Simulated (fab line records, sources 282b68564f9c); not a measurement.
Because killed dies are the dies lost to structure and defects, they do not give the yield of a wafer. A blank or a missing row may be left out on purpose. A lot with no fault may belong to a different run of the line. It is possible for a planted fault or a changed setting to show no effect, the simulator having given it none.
Which tool did it? / flow ritCmos / 14 lots, 42 wafers sampled, at 6 steps of a route of 202

== WHAT EACH GAUGE READ, for each wafer ==
RIT_PWELL_OVL_MEAS_06.
lot=L205; measured=day 2 03:20; on=overlay-01; PWELL_OVL (nm)=-0.6 1.0 0.6
lot=L206; measured=day 2 09:38; on=overlay-01; PWELL_OVL (nm)=0.8 3.2 0.2
lot=L209; measured=day 3 02:13; on=overlay-02; PWELL_OVL (nm)=0.0 2.0 -0.3
lot=L210; measured=day 3 05:22; on=overlay-01; PWELL_OVL (nm)=0.0 -0.9 -2.1
lot=L211; measured=day 3 09:40; on=overlay-02; PWELL_OVL (nm)=0.9 0.9 0.4
lot=L215; measured=day 4 07:42; on=overlay-01; PWELL_OVL (nm)=1.3 0.2 1.1
lot=L216; measured=day 4 10:57; on=overlay-02; PWELL_OVL (nm)=2.2 0.9 1.7
lot=L218; measured=day 4 20:10; on=overlay-02; PWELL_OVL (nm)=2.1 0.4 2.7
lot=L220; measured=day 5 05:49; on=overlay-02; PWELL_OVL (nm)=-1.5 -1.5 -1.7
lot=L221; measured=day 5 10:43; on=overlay-02; PWELL_OVL (nm)=0.5 0.0 -0.5
lot=L223; measured=day 5 21:19; on=overlay-01; PWELL_OVL (nm)=1.7 -0.7 -1.0
lot=L224; measured=day 6 02:02; on=overlay-01; PWELL_OVL (nm)=0.9 0.1 0.7
lot=L226; measured=day 6 12:17; on=overlay-01; PWELL_OVL (nm)=1.3 0.5 -1.0
lot=L227; measured=day 6 17:13; on=overlay-01; PWELL_OVL (nm)=0.2 1.9 -1.4

RIT_PWELL_TW_MEAS_10.
lot=L205; measured=day 2 03:57; on=filmMetro-03; PWELL_TW=938 930 933
lot=L206; measured=day 2 10:16; on=filmMetro-04; PWELL_TW=946 941 944
lot=L209; measured=day 3 02:54; on=filmMetro-03; PWELL_TW=935 934 938
lot=L210; measured=day 3 05:59; on=filmMetro-03; PWELL_TW=932 929 934
lot=L211; measured=day 3 10:26; on=filmMetro-03; PWELL_TW=940 940 943
lot=L215; measured=day 4 08:19; on=filmMetro-04; PWELL_TW=974 973 975
lot=L216; measured=day 4 11:40; on=filmMetro-01; PWELL_TW=987 986 987
lot=L218; measured=day 4 20:46; on=filmMetro-03; PWELL_TW=946 939 942
lot=L220; measured=day 5 06:25; on=filmMetro-01; PWELL_TW=955 953 955
lot=L221; measured=day 5 11:19; on=filmMetro-04; PWELL_TW=946 941 947
lot=L223; measured=day 5 21:56; on=filmMetro-03; PWELL_TW=937 934 932
lot=L224; measured=day 6 02:39; on=filmMetro-01; PWELL_TW=944 948 950
lot=L226; measured=day 6 12:53; on=filmMetro-04; PWELL_TW=942 949 944
lot=L227; measured=day 6 17:50; on=filmMetro-03; PWELL_TW=941 939 942

RIT_WELLDRIVE_RS_MEAS_02: a four-point-probe measurement.
lot=L205; measured=day 2 09:20; on=filmMetro-03; PWELL_RS (ohm/sq)=429.7 431.7 429.5
lot=L206; measured=day 2 15:32; on=filmMetro-01; PWELL_RS (ohm/sq)=430.0 429.1 430.0
lot=L209; measured=day 3 08:10; on=filmMetro-03; PWELL_RS (ohm/sq)=429.9 429.0 429.1
lot=L210; measured=day 3 11:14; on=filmMetro-04; PWELL_RS (ohm/sq)=431.4 429.4 430.6
lot=L211; measured=day 3 15:43; on=filmMetro-04; PWELL_RS (ohm/sq)=428.6 428.8 427.3
lot=L215; measured=day 4 13:37; on=filmMetro-01; PWELL_RS (ohm/sq)=403.9 404.4 403.9
lot=L216; measured=day 4 17:44; on=filmMetro-01; PWELL_RS (ohm/sq)=404.6 404.5 404.2
lot=L218; measured=day 5 02:04; on=filmMetro-04; PWELL_RS (ohm/sq)=432.0 432.6 430.8
lot=L220; measured=day 5 11:50; on=filmMetro-01; PWELL_RS (ohm/sq)=429.6 430.9 431.2
lot=L221; measured=day 5 16:37; on=filmMetro-03; PWELL_RS (ohm/sq)=430.9 431.7 430.7
lot=L223; measured=day 6 03:11; on=filmMetro-01; PWELL_RS (ohm/sq)=431.2 430.8 429.2
lot=L224; measured=day 6 08:17; on=filmMetro-01; PWELL_RS (ohm/sq)=431.4 431.0 430.3
lot=L226; measured=day 6 18:10; on=filmMetro-04; PWELL_RS (ohm/sq)=427.6 427.4 427.4
lot=L227; measured=day 6 23:07; on=filmMetro-03; PWELL_RS (ohm/sq)=430.6 430.5 430.5

RIT_GATE_CD_MEAS_16 targets a cd of 150 nm.
lot=L205; measured=day 2 17:11; on=cdSem-01; cdNm (nm)=147.6 147.0 146.8
lot=L206; measured=day 3 03:46; on=cdSem-02; cdNm (nm)=147.5 149.4 148.9
lot=L209; measured=day 3 17:17; on=cdSem-02; cdNm (nm)=152.1 150.7 149.9
lot=L210; measured=day 3 18:59; on=cdSem-01; cdNm (nm)=150.3 150.6 148.8
lot=L211; measured=day 4 00:44; on=cdSem-01; cdNm (nm)=152.5 150.9 151.7
lot=L215; measured=day 4 21:49; on=cdSem-01; cdNm (nm)=148.2 150.2 148.8
lot=L216; measured=day 5 01:38; on=cdSem-02; cdNm (nm)=148.8 150.9 149.0
lot=L218; measured=day 5 11:52; on=cdSem-01; cdNm (nm)=151.0 149.3 149.1
lot=L220; measured=day 5 20:05; on=cdSem-02; cdNm (nm)=150.6 151.4 150.5
lot=L221; measured=day 6 00:35; on=cdSem-02; cdNm (nm)=146.8 145.8 148.1
lot=L223; measured=day 6 12:37; on=cdSem-02; cdNm (nm)=146.8 147.7 148.5
lot=L224; measured=day 6 16:20; on=cdSem-02; cdNm (nm)=149.1 149.6 149.9
lot=L226; measured=day 7 02:12; on=cdSem-02; cdNm (nm)=142.5 146.6 145.9
lot=L227; measured=day 7 07:11; on=cdSem-01; cdNm (nm)=147.4 144.3 146.2

== EACH LOT AND THE TOOL THAT RAN IT (in order: tool; ch and the chambers of the sampled wafers; start) ==
lot=L205; RIT_PWELL_IMPLANT_08=implanter-02 ch 0, day 2 03:38; RIT_PRETRO_STRIP_09=plasmaAsher-01 ch 0,1, day 2 12:34
lot=L206; RIT_PWELL_IMPLANT_08=implanter-01 ch 0, day 2 09:57; RIT_PRETRO_STRIP_09=plasmaAsher-02 ch 0,1, day 2 18:45
lot=L209; RIT_PWELL_IMPLANT_08=implanter-04 ch 0, day 3 02:34; RIT_PRETRO_STRIP_09=plasmaAsher-02 ch 0,1, day 3 11:33
lot=L210; RIT_PWELL_IMPLANT_08=implanter-01 ch 0, day 3 05:40; RIT_PRETRO_STRIP_09=plasmaAsher-04 ch 1, day 3 14:22
lot=L211; RIT_PWELL_IMPLANT_08=implanter-04 ch 0, day 3 10:08; RIT_PRETRO_STRIP_09=plasmaAsher-04 ch 0,1, day 3 18:50
lot=L215; RIT_PWELL_IMPLANT_08=implanter-01 ch 0, day 4 08:02; RIT_PRETRO_STRIP_09=plasmaAsher-02 ch 0,1, day 4 16:37
lot=L216; RIT_PWELL_IMPLANT_08=implanter-01 ch 0, day 4 11:21; RIT_PRETRO_STRIP_09=plasmaAsher-04 ch 0,1, day 4 20:46
lot=L218; RIT_PWELL_IMPLANT_08=implanter-04 ch 0, day 4 20:29; RIT_PRETRO_STRIP_09=plasmaAsher-04 ch 0,1, day 5 05:11
lot=L220; RIT_PWELL_IMPLANT_08=implanter-04 ch 0, day 5 06:07; RIT_PRETRO_STRIP_09=plasmaAsher-02 ch 0,1, day 5 15:03
lot=L221; RIT_PWELL_IMPLANT_08=implanter-02 ch 0, day 5 11:02; RIT_PRETRO_STRIP_09=plasmaAsher-01 ch 0,1, day 5 19:49
lot=L223; RIT_PWELL_IMPLANT_08=implanter-04 ch 0, day 5 21:36; RIT_PRETRO_STRIP_09=plasmaAsher-04 ch 0, day 6 06:35
lot=L224; RIT_PWELL_IMPLANT_08=implanter-04 ch 0, day 6 02:20; RIT_PRETRO_STRIP_09=plasmaAsher-02 ch 0,1, day 6 11:23
lot=L226; RIT_PWELL_IMPLANT_08=implanter-04 ch 0, day 6 12:35; RIT_PRETRO_STRIP_09=plasmaAsher-01 ch 0,1, day 6 21:16
lot=L227; RIT_PWELL_IMPLANT_08=implanter-02 ch 0, day 6 17:32; RIT_PRETRO_STRIP_09=plasmaAsher-04 ch 1, day 7 02:18
- RIT_PWELL_IMPLANT_08
- RIT_PRETRO_STRIP_09: strips in O2, time 180 s.

== WHAT THE TOOLS THEMSELVES READ (means of the sampled wafers that have a number; where no wafer has one, the mark that the record gives instead) ==
RIT_PWELL_IMPLANT_08.
lot=L205 tool=implanter-02 doseIonsCm2=7.002e+13 faradayCurrentUA=221
lot=L206 tool=implanter-01 doseIonsCm2=7.001e+13 faradayCurrentUA=222
lot=L209 tool=implanter-04 doseIonsCm2=7.001e+13 faradayCurrentUA=219
lot=L210 tool=implanter-01 doseIonsCm2=6.999e+13 faradayCurrentUA=220
lot=L211 tool=implanter-04 doseIonsCm2=6.995e+13 faradayCurrentUA=227
lot=L215 tool=implanter-01 doseIonsCm2=7.694e+13 faradayCurrentUA=244
lot=L216 tool=implanter-01 doseIonsCm2=7.701e+13 faradayCurrentUA=245
lot=L218 tool=implanter-04 doseIonsCm2=7.004e+13 faradayCurrentUA=218
lot=L220 tool=implanter-04 doseIonsCm2=7.000e+13 faradayCurrentUA=224
lot=L221 tool=implanter-02 doseIonsCm2=6.995e+13 faradayCurrentUA=224
lot=L223 tool=implanter-04 doseIonsCm2=6.996e+13 faradayCurrentUA=225
lot=L224 tool=implanter-04 doseIonsCm2=6.992e+13 faradayCurrentUA=228
lot=L226 tool=implanter-04 doseIonsCm2=7.004e+13 faradayCurrentUA=223
lot=L227 tool=implanter-02 doseIonsCm2=7.001e+13 faradayCurrentUA=222

RIT_PRETRO_STRIP_09.
lot=L205; tool=plasmaAsher-01; drypumpMotorCurrentA (A)=5.2
lot=L206; tool=plasmaAsher-02; drypumpMotorCurrentA (A)=5.6
lot=L209; tool=plasmaAsher-02; drypumpMotorCurrentA (A)=5.6
lot=L210; tool=plasmaAsher-04; drypumpMotorCurrentA (A)=5.5
lot=L211; tool=plasmaAsher-04; drypumpMotorCurrentA (A)=5.7
lot=L215; tool=plasmaAsher-02; drypumpMotorCurrentA (A)=5.4
lot=L216; tool=plasmaAsher-04; drypumpMotorCurrentA (A)=5.7
lot=L218; tool=plasmaAsher-04; drypumpMotorCurrentA (A)=5.6
lot=L220; tool=plasmaAsher-02; drypumpMotorCurrentA (A)=5.4
lot=L221; tool=plasmaAsher-01; drypumpMotorCurrentA (A)=5.2
lot=L223; tool=plasmaAsher-04; drypumpMotorCurrentA (A)=5.8
lot=L224; tool=plasmaAsher-02; drypumpMotorCurrentA (A)=5.4
lot=L226; tool=plasmaAsher-01; drypumpMotorCurrentA (A)=5.5
lot=L227; tool=plasmaAsher-04; drypumpMotorCurrentA (A)=5.5

== THE ANSWER, worked out from the rows above alone ==
Rule: the lots themselves supply what counts as usual. Put in order of their means at a reading, lots are off if they are a third of the lots or fewer, leave a main group of 4 or more, and stand apart from it by a gap of 3 or more times the standard deviation of the main group's means; of several such gaps the widest counts. Not used: any main group whose means are identical at the precision the tables above print for the reading. A lot without any number at a reading at which 4 lots or more have one is off too. Any other lot the step has rows for is counted as sound. The gauges are gone through in route order, then the tools' own readings, and for those a lot's mean is taken as printed above. At the first step where some lot is off, the reading lying furthest off is the one used; lots without a number count as furthest.
Off: L215, L216, seen at RIT_PWELL_TW_MEAS_10 (PWELL_TW). Mean 941 and standard deviation 6.3 in the main group.
A tool fits if, at a process step before that reading, it ran every lot that is off, and no sound lot after the first of them. Not tried: the gauges at RIT_PWELL_TW_MEAS_10; whatever is off there is also off at RIT_PWELL_IMPLANT_08, on other tools, and gauge error can't account for it. One fits: implanter-01 at RIT_PWELL_IMPLANT_08. Its last sound lot is L210 (day 3 05:40), its first lot that is off L215 (day 4 08:02): a fault that began between those two fits.
The tool's own readings at RIT_PWELL_IMPLANT_08 bear it out: on the lots that are off they differ by more than 5 times the standard deviation of the sound lots' means. doseIonsCm2 reads 7.698e+13 there against 6.999e+13 on the sound lots; faradayCurrentUA reads 244 there against 223 on the sound lots.

== WHAT THE SIMULATOR HAD PUT IN ==
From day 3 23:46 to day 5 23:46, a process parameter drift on implanter-01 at RIT_PWELL_IMPLANT_08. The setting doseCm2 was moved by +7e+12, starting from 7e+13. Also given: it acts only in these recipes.
Shown lots that were struck: L215, L216. Same finding as the rule above.
